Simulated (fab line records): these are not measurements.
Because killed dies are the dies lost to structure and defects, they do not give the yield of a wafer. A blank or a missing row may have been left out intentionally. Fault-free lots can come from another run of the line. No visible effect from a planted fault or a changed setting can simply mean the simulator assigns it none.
fab line records + flow berkeley_cmos170
record
- lots=13
- wafers=39
- last_day=13
route steps=331 shown M2@289
lots untouched by any fault: they come from a run of this same line in which no faults occurred
start_h: the number of hours between the record's first day and the start of the first shown wafer of the lot + wait_h: time in hours since the lot's previous step + " unchanged from the row above + L1.1+2: a row that stands for several wafers + - value missing, or start not given + * or withheld: withheld + < > ~ a bound
route shown NAME@n: NAME is a module with steps in the file, n the number in the route of the first one + usual: mean/standard deviation of fault-free wafers + same: alike in all rows + chamber/n: place in a boat + sites: each site's reading + _std_site: the values' standard deviation + _edge_site: the outer-site mean with the inner-site mean subtracted + radius_mm: for every site, how far away it sits from the centre of the wafer + mask NAME#n: copy n + behind: tool/chamber where the wafer was last shaped + hold: what put the lot on hold/how long, in hours/how the hold closed + device: names the non-switching transistor (n, p or np) + end of line: the tests these same wafers got at the end of their route + step lacking rows: just its recipe + killed: not the wafer's yield, but the dies lost to structure and defects at the first sort + map: a wafer's dies, marking killed ones x, the rest . and places with no die _
set.NAME: the run value of the setting; set.NAME@STEP: its run value at that earlier step + model.NAME: the simulator's own value behind a step, which no gauge read
one table for each step of the route and one row for each wafer, over a sample of lots
services: a tool's chamber out of use, with start hour (start_h, from the record's first day; less than 0 if before it), hours out, and reason
## steps
# step UCB170_M2_METAL_ETCH_18
# recipe
- chemistry=Cl2/BCl3
- target=Al
- stop_on=SiO2
- pressure_mtorr=12
- target_depth_a=11700
- over_etch_frac=0.3
- time_s=195
- icp_w=600
- bias_w=120
- Cl2_flow_sccm=90
- bcl3_flow_sccm=45
# usual
- bias_w=120.1/0.37
- drypump_motor_current_A=5.77/0.25
- he_backside_leak_sccm=3.29/0.25
- oes_product_au=0.858/0.011
- rf_fwd_power_W=597.8/1.9
- throttle_valve_pct=24.53/0.16
| lot.wafer | tool         | chamber | start_h | wait_h | bias_w | drypump_motor_current_A | he_backside_leak_sccm | oes_product_au | rf_fwd_power_W | rf_hours_counter_h | throttle_valve_pct |
|-----------|--------------|---------|---------|--------|--------|-------------------------|-----------------------|----------------|----------------|--------------------|--------------------|
| L662.1    | rie_metal-02 | 0       | 175.06  | -      | 120.7  | 5.86                    | 3.01                  | 0.859          | 598.4          | 0                  | 24.72              |
| L662.2    | "            | 1       | "       | "      | 119.9  | 6.13                    | 3.31                  | 0.852          | 599.9          | 7                  | 24.35              |
| L662.5    | "            | 0       | "       | "      | 120.4  | 5.81                    | 3.23                  | 0.855          | 600.3          | -                  | 24.75              |
| L663.1    | rie_metal-02 | 0       | 188.37  | -      | 119.9  | 5.83                    | 3.14                  | 0.856          | 597.1          | 1                  | 24.73              |
| L663.4    | "            | 1       | "       | "      | 120.0  | 6.17                    | 3.59                  | 0.845          | 598.0          | -                  | 24.37              |
| L663.6    | "            | 0       | "       | "      | 119.9  | 5.82                    | 3.24                  | 0.858          | 597.5          | -                  | 24.74              |
| L664.2    | rie_metal-03 | 0       | 190.65  | -      | 120.2  | 5.75                    | 3.10                  | 0.865          | 599.1          | 4                  | 24.64              |
| L664.3    | "            | 1       | "       | "      | 120.1  | 5.68                    | 3.34                  | 0.868          | 598.3          | -                  | 24.62              |
| L664.6    | "            | 1       | "       | "      | 119.7  | 5.69                    | 3.45                  | 0.854          | 597.3          | -                  | 24.62              |
| L666.1    | rie_metal-01 | 1       | 201.97  | -      | 119.4  | 5.33                    | 3.17                  | 0.869          | 599.2          | 11                 | 24.35              |
| L666.2    | "            | 0       | "       | "      | 119.2  | 5.93                    | 3.56                  | 0.840          | 595.3          | 11                 | 24.31              |
| L666.6    | "            | 0       | "       | "      | 119.9  | 5.94                    | 3.67                  | 0.856          | 596.2          | -                  | 24.31              |
| L668.1    | rie_metal-03 | 0       | 218.06  | -      | 120.3  | 5.74                    | 3.11                  | 0.863          | 595.5          | 5                  | 24.65              |
| L668.2    | "            | 1       | "       | "      | 121.0  | 5.65                    | 3.43                  | 0.854          | 597.6          | 8                  | 24.63              |
| L668.4    | "            | 0       | "       | "      | 120.4  | 5.75                    | 3.17                  | 0.859          | 596.7          | -                  | 24.63              |
| L670.1    | rie_metal-01 | 1       | 218.94  | -      | 120.2  | 5.31                    | 3.40                  | 0.878          | 599.9          | 12                 | 24.36              |
| L670.2    | "            | 0       | "       | "      | 119.8  | 5.96                    | 3.45                  | 0.852          | 839.5          | 12                 | 24.32              |
| L670.6    | "            | 1       | "       | "      | 119.9  | 5.31                    | 3.09                  | 0.873          | 600.1          | -                  | 24.36              |
| L676.2    | rie_metal-03 | 0       | 248.21  | -      | 120.0  | 5.76                    | 3.14                  | 0.858          | 596.6          | 6                  | 24.65              |
| L676.5    | "            | 0       | "       | "      | 121.0  | 5.73                    | 3.22                  | 0.860          | 597.2          | -                  | 24.64              |
| L676.6    | "            | 1       | "       | "      | 119.8  | 5.64                    | 3.13                  | 0.846          | 598.0          | -                  | 24.59              |
| L677.1    | rie_metal-03 | 1       | 263.11  | -      | 120.5  | 5.62                    | 3.11                  | 0.861          | 597.3          | 9                  | 24.63              |
| L677.2    | "            | 0       | "       | "      | 120.2  | 5.74                    | 3.24                  | 0.855          | 596.2          | 6                  | 24.63              |
| L677.3    | "            | 0       | "       | "      | 120.1  | 5.73                    | 3.09                  | 0.861          | 596.5          | -                  | 24.65              |
| L679.3    | rie_metal-02 | 0       | 273.99  | -      | 120.6  | 5.83                    | 3.12                  | 0.848          | 600.0          | -                  | 24.73              |
| L679.4    | "            | 1       | "       | "      | 119.9  | 6.16                    | 3.17                  | 0.842          | 596.1          | -                  | 24.36              |
| L679.5    | "            | 1       | "       | "      | 119.9  | 6.12                    | 3.33                  | 0.844          | 597.1          | -                  | 24.36              |
| L680.1    | rie_metal-03 | 0       | 275.01  | -      | 120.3  | 5.75                    | 3.07                  | 0.863          | 599.3          | 7                  | 24.66              |
| L680.4    | "            | 0       | "       | "      | 120.6  | 5.77                    | 3.05                  | 0.867          | 601.2          | -                  | 24.65              |
| L680.6    | "            | 0       | "       | "      | 120.5  | 5.75                    | 3.01                  | 0.860          | 597.4          | -                  | 24.66              |
| L683.1    | rie_metal-03 | 1       | 292.78  | -      | 119.8  | 5.63                    | 3.13                  | 0.882          | 597.1          | 10                 | 24.60              |
| L683.4    | "            | 1       | "       | "      | 119.7  | 5.67                    | 3.17                  | 0.855          | 597.9          | -                  | 24.62              |
| L683.5    | "            | 0       | "       | "      | 120.3  | 5.76                    | 3.19                  | 0.860          | 594.8          | -                  | 24.65              |
| L681.3    | rie_metal-02 | 1       | 293.26  | -      | 119.6  | 6.15                    | 3.49                  | 0.831          | 597.2          | -                  | 24.38              |
| L681.4    | "            | 0       | "       | "      | 120.9  | 5.84                    | 3.19                  | 0.855          | 599.8          | -                  | 24.73              |
| L681.6    | "            | 1       | "       | "      | 119.6  | 6.17                    | 3.35                  | 0.840          | 596.6          | -                  | 24.36              |
| L685.4    | rie_metal-03 | 1       | 307.93  | -      | 120.5  | 5.66                    | 2.90                  | 0.867          | 595.0          | -                  | 24.60              |
| L685.5    | "            | 0       | "       | "      | 120.0  | 5.75                    | 3.17                  | 0.861          | 597.7          | -                  | 24.65              |
| L685.6    | "            | 1       | "       | "      | 120.2  | 5.66                    | 2.99                  | 0.870          | 596.7          | -                  | 24.60              |
# step UCB170_M2_STRIP_19
# recipe
- chemistry=O2
- power_w=400
- pressure_mtorr=3500
- platen_temp_c=withheld
- o2_flow_sccm=400
- overash_fraction=0.5
# usual
- drypump_motor_current_A=5.87/0.26
- oes_product_au=0.553/0.021
| lot.wafer | tool            | chamber | start_h | wait_h | drypump_motor_current_A | oes_product_au | rf_hours_counter_h |
|-----------|-----------------|---------|---------|--------|-------------------------|----------------|--------------------|
| L662.1    | plasma_asher-02 | 1       | 175.25  | 0.1    | 5.61                    | 0.557          | 46                 |
| L662.2    | "               | 0       | "       | "      | 6.18                    | 0.522          | 46                 |
| L662.5    | "               | 1       | "       | "      | 5.64                    | 0.550          | -                  |
| L663.1    | plasma_asher-02 | 0       | 188.55  | 0.1    | 6.21                    | 0.553          | 47                 |
| L663.4    | "               | 0       | "       | "      | 6.22                    | 0.528          | -                  |
| L663.6    | "               | 0       | "       | "      | 6.17                    | 0.554          | -                  |
| L664.2    | plasma_asher-03 | 1       | 190.84  | 0.1    | 5.75                    | 0.589          | 46                 |
| L664.3    | "               | 0       | "       | "      | 5.91                    | 0.571          | -                  |
| L664.6    | "               | 1       | "       | "      | 5.76                    | 0.557          | -                  |
| L666.1    | plasma_asher-01 | 1       | 202.16  | 0.1    | 6.21                    | 0.546          | 9                  |
| L666.2    | "               | 0       | "       | "      | 5.44                    | 0.566          | 9                  |
| L666.6    | "               | 0       | "       | "      | 5.44                    | 0.572          | -                  |
| L668.1    | plasma_asher-02 | 1       | 218.24  | 0.1    | 5.65                    | 0.561          | 50                 |
| L668.2    | "               | 0       | "       | "      | 6.19                    | 0.558          | 50                 |
| L668.4    | "               | 0       | "       | "      | 6.21                    | 0.567          | -                  |
| L670.1    | plasma_asher-03 | 0       | 219.13  | 0.1    | 5.91                    | 0.536          | 50                 |
| L670.2    | "               | 1       | "       | "      | 5.76                    | 0.316          | 50                 |
| L670.6    | "               | 1       | "       | "      | 5.76                    | 0.527          | -                  |
| L676.2    | plasma_asher-02 | 1       | 248.40  | 0.1    | 5.68                    | 0.583          | 53                 |
| L676.5    | "               | 1       | "       | "      | 5.66                    | 0.582          | -                  |
| L676.6    | "               | 0       | "       | "      | 6.21                    | 0.568          | -                  |
| L677.1    | plasma_asher-02 | 0       | 263.29  | 0.1    | 6.19                    | 0.572          | 55                 |
| L677.2    | "               | 1       | "       | "      | 5.64                    | 0.585          | 55                 |
| L677.3    | "               | 0       | "       | "      | 6.26                    | 0.585          | -                  |
| L679.3    | plasma_asher-03 | 1       | 274.15  | 0.1    | 5.76                    | 0.548          | -                  |
| L679.4    | "               | 0       | "       | "      | 5.90                    | 0.522          | -                  |
| L679.5    | "               | 0       | "       | "      | 5.94                    | 0.519          | -                  |
| L680.1    | plasma_asher-01 | 1       | 275.20  | 0.1    | 6.23                    | 0.571          | 17                 |
| L680.4    | "               | 1       | "       | "      | 6.23                    | 0.574          | -                  |
| L680.6    | "               | 1       | "       | "      | 6.23                    | 0.567          | -                  |
| L683.1    | plasma_asher-02 | 0       | 292.96  | 0.1    | 6.16                    | 0.574          | 57                 |
| L683.4    | "               | 1       | "       | "      | 5.66                    | 0.573          | -                  |
| L683.5    | "               | 0       | "       | "      | 6.19                    | 0.587          | -                  |
| L681.3    | plasma_asher-03 | 1       | 293.42  | 0.1    | 5.74                    | 0.519          | -                  |
| L681.4    | "               | 0       | "       | "      | 5.89                    | 0.544          | -                  |
| L681.6    | "               | 0       | "       | "      | 5.92                    | 0.505          | -                  |
| L685.4    | plasma_asher-01 | 1       | 308.09  | 0.1    | 6.21                    | 0.566          | -                  |
| L685.5    | "               | 1       | "       | "      | 6.23                    | 0.568          | -                  |
| L685.6    | "               | 0       | "       | "      | 5.44                    | 0.561          | -                  |
# step UCB170_M2_CD_MEAS_90
# recipe
- target_cd_nm=700
# usual
- cd_nm=700.4/3
| lot.wafer | tool      | chamber | start_h | wait_h | cd_nm |
|-----------|-----------|---------|---------|--------|-------|
| L662.1    | cd_sem-02 | -       | 175.35  | 0.1    | 695.9 |
| L662.2    | "         | -       | "       | "      | 700.1 |
| L662.5    | "         | -       | "       | "      | 697.2 |
| L663.1    | cd_sem-01 | -       | 188.65  | 0.1    | 700.2 |
| L663.4    | "         | -       | "       | "      | 701.4 |
| L663.6    | "         | -       | "       | "      | 697.2 |
| L664.2    | cd_sem-01 | -       | 190.96  | 0.1    | 697.4 |
| L664.3    | "         | -       | "       | "      | 699.6 |
| L664.6    | "         | -       | "       | "      | 700.5 |
| L666.1    | cd_sem-01 | -       | 202.26  | 0.1    | 700.2 |
| L666.2    | "         | -       | "       | "      | 707.8 |
| L666.6    | "         | -       | "       | "      | 705.1 |
| L668.1    | cd_sem-01 | -       | 218.34  | 0.1    | 696.9 |
| L668.2    | "         | -       | "       | "      | 699.2 |
| L668.4    | "         | -       | "       | "      | 696.4 |
| L670.1    | cd_sem-01 | -       | 219.23  | 0.1    | 699.8 |
| L670.2    | "         | -       | "       | "      | 682.3 |
| L670.6    | "         | -       | "       | "      | 701.1 |
| L676.2    | cd_sem-01 | -       | 248.52  | 0.1    | 698.5 |
| L676.5    | "         | -       | "       | "      | 698.2 |
| L676.6    | "         | -       | "       | "      | 701.4 |
| L677.1    | cd_sem-01 | -       | 263.39  | 0.1    | 701.6 |
| L677.2    | "         | -       | "       | "      | 698.8 |
| L677.3    | "         | -       | "       | "      | 696.5 |
| L679.3    | cd_sem-02 | -       | 274.25  | 0.1    | 696.9 |
| L679.4    | "         | -       | "       | "      | 699.4 |
| L679.5    | "         | -       | "       | "      | 702.0 |
| L680.1    | cd_sem-02 | -       | 275.30  | 0.1    | 699.7 |
| L680.4    | "         | -       | "       | "      | 698.7 |
| L680.6    | "         | -       | "       | "      | 699.2 |
| L683.1    | cd_sem-02 | -       | 293.07  | 0.1    | 706.8 |
| L683.4    | "         | -       | "       | "      | 708.1 |
| L683.5    | "         | -       | "       | "      | 700.3 |
| L681.3    | cd_sem-01 | -       | 293.57  | 0.1    | 698.9 |
| L681.4    | "         | -       | "       | "      | 697.5 |
| L681.6    | "         | -       | "       | "      | 700.6 |
| L685.4    | cd_sem-01 | -       | 308.22  | 0.1    | 703.5 |
| L685.5    | "         | -       | "       | "      | 695.8 |
| L685.6    | "         | -       | "       | "      | 701.8 |
## services
| tool            | chamber | start_h | hours | kind           |
|-----------------|---------|---------|-------|----------------|
| rie_metal-01    | 0       | 191.16  | 2.9   | repair         |
| plasma_asher-02 | -       | 213.64  | 3.2   | repair         |
| rie_metal-01    | 0       | 231.56  | -     | clean          |
| rie_metal-01    | 0       | 231.56  | 18.8  | scheduled_down |
| rie_metal-01    | 0       | 231.56  | 18.8  | vent_cycle     |
| rie_metal-02    | -       | 263.06  | 0.6   | repair         |
## key
first_sign
- step=UCB170_M2_METAL_ETCH_18
- reading=rf_fwd_power_W
- direction=up
- sigmas=99+
- usual=597.8
- struck=839.5
effect
- step=UCB170_M2_STRIP_19
- reading=oes_product_au
- direction=down
- sigmas=11
- usual=0.553
- struck=0.316
effect
- step=UCB170_M2_CD_MEAS_90
- reading=cd_nm
- direction=down
- sigmas=6.1
- usual=700.4
- struck=682.3
met_at UCB170_M2_METAL_ETCH_18
struck_lots L670
struck_wafers L670.2
onset_between 201.97 218.94
fault
- kind=process_parameter_drift
- tool=rie_metal-01
- chamber=0
- onset_h=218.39
- steps=UCB170_M2_METAL_ETCH_18
- channel=icp_w
- offset=240
- shape=step
- end_h=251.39
- acts_in=these_recipes_only
- stated=600
